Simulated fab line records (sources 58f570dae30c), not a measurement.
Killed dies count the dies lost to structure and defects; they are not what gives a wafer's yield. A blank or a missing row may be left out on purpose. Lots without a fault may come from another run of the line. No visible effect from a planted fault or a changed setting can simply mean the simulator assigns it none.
Split-lot experiment ; flow berkeleyCmos170 ; on a route of 331 steps: 5 lots, 27 wafers read

## THE SPLIT
At UCB170_START_OXIDATION_02 (target thk 20 nm, ox time 1800 s), the setting oxTimeS was moved away from the recipe's 1800 s on 24 of the 27 wafers read, by -38.4% to +40.6%. For the rest of the wafers, this setting stayed at what the recipe calls for.

The file shows no step between the split and the reading.

## THE READING
At UCB170_START_THK_MEAS_03: START_OXIDE_THK, given in nm. On this fab line, fault-free wafers typically give 20.3 nm with a standard deviation of 0.35 nm.

wafer;tool, chamber at the split;oxTimeS as run, s;against the recipe;START_OXIDE_THK, nm;against lot-mates on the recipe
L076.1;-, -;1108;-38.4%;14.6;no lot-mate on the recipe
L076.2;-, -;1108;-38.4%;14.8;no lot-mate on the recipe
L076.3;-, -;1108;-38.4%;14.9;no lot-mate on the recipe
L076.4;-, -;1108;-38.4%;14.8;no lot-mate on the recipe
L076.5;-, -;1108;-38.4%;15.1;no lot-mate on the recipe
L076.6;-, -;1108;-38.4%;14.7;no lot-mate on the recipe
L080.2;furnace-04, 0;1800;recipe;20.5;-
L080.4;furnace-04, 0;1800;recipe;21.0;-
L080.5;furnace-04, 0;1800;recipe;20.4;-
L082.1;-, -;2530;+40.6%;24.3;no lot-mate on the recipe
L082.2;-, -;2530;+40.6%;24.3;no lot-mate on the recipe
L082.3;-, -;2530;+40.6%;24.3;no lot-mate on the recipe
L082.4;-, -;2530;+40.6%;24.5;no lot-mate on the recipe
L082.5;-, -;2530;+40.6%;24.5;no lot-mate on the recipe
L082.6;-, -;2530;+40.6%;24.4;no lot-mate on the recipe
L083.1;-, -;2108;+17.1%;22.4;no lot-mate on the recipe
L083.2;-, -;2108;+17.1%;22.7;no lot-mate on the recipe
L083.3;-, -;2108;+17.1%;23.0;no lot-mate on the recipe
L083.4;-, -;2108;+17.1%;22.5;no lot-mate on the recipe
L083.5;-, -;2108;+17.1%;23.2;no lot-mate on the recipe
L083.6;-, -;2108;+17.1%;22.6;no lot-mate on the recipe
L085.1;-, -;1310;-27.2%;16.7;no lot-mate on the recipe
L085.2;-, -;1310;-27.2%;16.6;no lot-mate on the recipe
L085.3;-, -;1310;-27.2%;17.0;no lot-mate on the recipe
L085.4;-, -;1310;-27.2%;16.6;no lot-mate on the recipe
L085.5;-, -;1310;-27.2%;16.5;no lot-mate on the recipe
L085.6;-, -;1310;-27.2%;16.7;no lot-mate on the recipe

FIT RESULTS
A straight line over all 27 wafers: START_OXIDE_THK changes by +0.124 nm for each +1% of oxTimeS; r = +0.99; the points scatter about the line by 0.57 nm.
Too few moved wafers have a lot-mate on the recipe to fit a line with each lot's own level taken away.

## THE WHOLE CHAIN: every reading that the file lists as answering this split, in the file's order
step;what it does;reading;change (the file's fit);r (the file's)
UCB170_START_OXIDATION_02;target thk 20 nm, ox time 1800 s;SiO2_of_START_OXIDATION_02.thkNm (the simulator's own value, which no gauge read);+0.124 nm for each +1% of the setting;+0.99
UCB170_START_THK_MEAS_03;;START_OXIDE_THK;+0.124 for each +1% of the setting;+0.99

## THE FILE'S OWN FIT
START_OXIDE_THK changes by +0.124 nm for each +1% of oxTimeS, r = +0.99.
